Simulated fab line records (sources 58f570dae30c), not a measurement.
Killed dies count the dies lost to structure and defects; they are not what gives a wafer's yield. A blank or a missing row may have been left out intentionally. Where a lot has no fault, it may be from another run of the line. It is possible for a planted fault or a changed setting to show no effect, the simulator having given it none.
Which tool is to blame?    flow berkeley cmos170    14 lots with 42 wafers sampled at 5 steps, on a route of 331 steps

WHAT EACH GAUGE READ, for each wafer
UCB170_V2_CD_MEAS_12: the cd target is 700 nm. Usual: cd nm reads 700.3 nm (standard deviation 1.5).
lot   measured      on         cd nm (nm)         flag
L931  day 7 15:45   cd sem-01  700.1 700.3 699.5  
L932  day 7 15:45   cd sem-02  703.4 702.1 702.5  
L933  day 7 18:28   cd sem-02  700.3 699.4 700.0  
L934  day 8 02:54   cd sem-01  699.2 700.6 699.3  
L935  day 8 16:04   cd sem-02  700.1 701.0 698.7  
L936  day 8 16:29   cd sem-01  697.5 698.3 697.6  
L937  day 9 02:47   cd sem-01  702.7 702.7 703.8  
L938  day 9 02:41   cd sem-02  701.2 701.9 701.7  
L939  day 9 15:13   cd sem-01  698.9 698.7 699.7  
L940  day 10 04:53  cd sem-01  701.0 700.6 700.4  
L943  day 10 09:59  cd sem-02  701.4 702.4 701.8  
L947  day 10 15:37  cd sem-02  700.1 698.8 699.1  
L953  day 12 08:19  cd sem-01  700.5 699.4 701.6  
L954  day 12 08:34  cd sem-02  698.0 699.1 698.2  

WHAT TOOL EACH LOT RAN ON (gives the tool, then ch and the chambers of the sampled wafers, and finally the start)
lot   UCB170_CONTACT_STRIP_19               UCB170_M1_STRIP_13                    UCB170_M2_SOFTBAKE_06              UCB170_M2_STRIP_07
L931  plasma asher-01 ch 0,1, day 6 22:25   plasma asher-03 ch 0,1, day 7 00:25   litho track-04 ch 0, day 7 10:06   plasma asher-02 ch 0,1, day 7 10:15
L932  plasma asher-04 ch 0,1, day 7 00:16   plasma asher-04 ch 0,1, day 7 02:40   litho track-01 ch 0, day 7 10:03   plasma asher-03 ch 0,1, day 7 10:10
L933  plasma asher-01 ch 0,1, day 7 02:58   plasma asher-04 ch 0,1, day 7 05:29   litho track-04 ch 0, day 7 12:19   plasma asher-01 ch 0,1, day 7 12:28
L934  plasma asher-02 ch 0,1, day 7 11:46   plasma asher-03 ch 0,1, day 7 16:19   litho track-02 ch 0, day 7 23:06   plasma asher-01 ch 0,1, day 7 23:15
L935  plasma asher-04 ch 0,1, day 7 23:10   plasma asher-04 ch 0,1, day 8 01:21   litho track-01 ch 0, day 8 12:05   plasma asher-01 ch 0,1, day 8 12:14
L936  plasma asher-02 ch 0,1, day 7 23:30   plasma asher-02 ch 0,1, day 8 01:36   litho track-02 ch 0, day 8 12:10   plasma asher-02 ch 0, day 8 12:17
L937  plasma asher-02 ch 0,1, day 8 06:38   plasma asher-03 ch 0,1, day 8 11:39   litho track-01 ch 0, day 8 19:06   plasma asher-01 ch 0,1, day 8 19:15
L938  plasma asher-04 ch 0,1, day 8 06:58   plasma asher-02 ch 0,1, day 8 11:49   litho track-04 ch 0, day 8 19:17   plasma asher-03 ch 0,1, day 8 19:25
L939  plasma asher-04 ch 0, day 9 00:39     plasma asher-03 ch 0,1, day 9 04:40   litho track-04 ch 0, day 9 10:17   plasma asher-03 ch 0,1, day 9 10:25
L940  plasma asher-01 ch 0,1, day 9 11:44   plasma asher-04 ch 1, day 9 14:25     litho track-04 ch 0, day 10 00:29  plasma asher-01 ch 0,1, day 10 00:36
L943  plasma asher-02 ch 0,1, day 9 18:31   plasma asher-03 ch 0,1, day 9 20:28   litho track-04 ch 0, day 10 04:28  plasma asher-02 ch 0,1, day 10 04:35
L947  plasma asher-02 ch 0, day 9 23:54     plasma asher-02 ch 0,1, day 10 02:47  litho track-04 ch 0, day 10 11:02  plasma asher-03 ch 0, day 10 11:11
L953  plasma asher-01 ch 0,1, day 11 17:16  plasma asher-04 ch 0,1, day 11 19:18  litho track-02 ch 0, day 12 03:07  plasma asher-01 ch 0,1, day 12 03:14
L954  plasma asher-02 ch 0,1, day 11 19:02  plasma asher-04 ch 0,1, day 11 21:07  litho track-02 ch 0, day 12 03:34  plasma asher-03 ch 0,1, day 12 03:41
- UCB170_CONTACT_STRIP_19: strips in O2.
- UCB170_M1_STRIP_13: strips in O2.
- UCB170_M2_SOFTBAKE_06: time 60 s.
- UCB170_M2_STRIP_07: strips in O2.

WHAT THE TOOLS THEMSELVES READ (means of the sampled wafers that have a number; where no wafer has one, the mark that the record gives instead)
UCB170_CONTACT_STRIP_19. Usual: drypump motor current A 5.8 A, standard deviation 0.32; oes product au 0.725 a.u., standard deviation 0.0047.
lot   tool             drypump motor current A (A)  oes product au (a.u.)  flag
L931  plasma asher-01  5.6                          0.726                  
L932  plasma asher-04  6.0                          0.723                  
L933  plasma asher-01  5.4                          0.724                  
L934  plasma asher-02  5.8                          0.728                  
L935  plasma asher-04  6.0                          0.723                  
L936  plasma asher-02  5.8                          0.728                  
L937  plasma asher-02  6.0                          0.726                  
L938  plasma asher-04  6.0                          0.724                  
L939  plasma asher-04  5.8                          0.723                  
L940  plasma asher-01  5.6                          0.722                  
L943  plasma asher-02  5.8                          0.724                  
L947  plasma asher-02  6.2                          0.723                  
L953  plasma asher-01  5.6                          0.726                  
L954  plasma asher-02  5.8                          0.729                  

UCB170_M1_STRIP_13. Usual: drypump motor current A 5.7 A, standard deviation 0.34; oes product au 0.720 a.u., standard deviation 0.0043.
lot   tool             drypump motor current A (A)  oes product au (a.u.)  flag
L931  plasma asher-03  5.3                          0.717                  
L932  plasma asher-04  6.0                          0.721                  
L933  plasma asher-04  5.9                          0.725                  
L934  plasma asher-03  5.4                          0.719                  
L935  plasma asher-04  5.8                          0.724                  
L936  plasma asher-02  5.8                          0.719                  
L937  plasma asher-03  5.3                          0.717                  
L938  plasma asher-02  5.8                          0.720                  
L939  plasma asher-03  5.3                          0.716                  
L940  plasma asher-04  6.1                          0.721                  
L943  plasma asher-03  5.4                          0.716                  
L947  plasma asher-02  6.0                          0.719                  
L953  plasma asher-04  6.0                          0.725                  
L954  plasma asher-04  5.8                          0.720                  

UCB170_M2_SOFTBAKE_06. Usual: heater power total W 56.80 W, standard deviation 0.048; plate temp C 130.02 C, standard deviation 0.14.
lot   tool            heater power total W (W)  plate temp C (C)  flag
L931  litho track-04  56.87                     130.00            
L932  litho track-01  56.83                     130.07            
L933  litho track-04  56.82                     129.91            
L934  litho track-02  56.79                     130.11            
L935  litho track-01  56.84                     130.06            
L936  litho track-02  56.80                     130.10            
L937  litho track-01  56.81                     130.17            
L938  litho track-04  56.78                     130.03            
L939  litho track-04  56.82                     129.81            
L940  litho track-04  56.79                     129.95            
L943  litho track-04  52.99                     123.47            OFF
L947  litho track-04  53.03                     123.42            OFF
L953  litho track-02  56.83                     130.22            
L954  litho track-02  56.81                     130.01            

UCB170_M2_STRIP_07. Usual: drypump motor current A 5.6 A, standard deviation 0.33; oes product au 0.734 a.u., standard deviation 0.0046; strip time to endpoint s 21.96 s, standard deviation 0.061.
lot   tool             drypump motor current A (A)  oes product au (a.u.)  strip time to endpoint s (s)  flag
L931  plasma asher-02  5.8                          0.732                  21.96                         
L932  plasma asher-03  5.4                          0.731                  22.01                         
L933  plasma asher-01  5.5                          0.736                  21.88                         
L934  plasma asher-01  5.5                          0.735                  22.03                         
L935  plasma asher-01  5.5                          0.733                  21.88                         
L936  plasma asher-02  6.2                          0.735                  22.03                         
L937  plasma asher-01  5.4                          0.733                  21.96                         
L938  plasma asher-03  5.3                          0.733                  22.02                         
L939  plasma asher-03  5.3                          0.731                  21.93                         
L940  plasma asher-01  5.5                          0.736                  22.02                         
L943  plasma asher-02  5.8                          0.735                  22.14                         
L947  plasma asher-03  5.2                          0.739                  22.12                         
L953  plasma asher-01  5.4                          0.737                  21.89                         
L954  plasma asher-03  5.3                          0.737                  21.94                         

THE ANSWER, worked out from the rows above alone
Rule: a lot is off if the mean of its wafers that have a number lies more than 3 standard deviations from the usual mean. A lot without any number at a reading at which 4 lots or more have one is off too. All remaining lots with rows at the step are treated as sound. First the gauges in route order, then the tools' own readings, where a lot's mean is used as printed above. At the first step where some lot is off, the reading lying furthest off is the one used; lots without a number count as furthest.
Off: L943, L947, at UCB170_M2_SOFTBAKE_06 (heater power total W).
If a tool, at that step or one of the process steps before it, ran each lot that is off and ran no sound lot following the first of them, it fits. One fits: litho track-04 at UCB170_M2_SOFTBAKE_06. A fault onset in the window from L940 (day 10 00:29, its last sound lot) to L943 (day 10 04:28, its first lot off) fits.
The tool's own readings at UCB170_M2_SOFTBAKE_06 bear it out: on the lots that are off they differ by more than 5 times the standard deviation of the sound lots' means. heater power total W reads 53.01 W there against 56.82 W on the sound lots; plate temp C reads 123.44 C there against 130.04 C on the sound lots.

WHAT WAS PUT IN BY THE SIMULATOR
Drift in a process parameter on litho track-04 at UCB170_M2_SOFTBAKE_06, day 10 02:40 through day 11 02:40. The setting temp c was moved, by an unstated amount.
Struck lots among those shown: L943, L947. The same result came from the rule above.
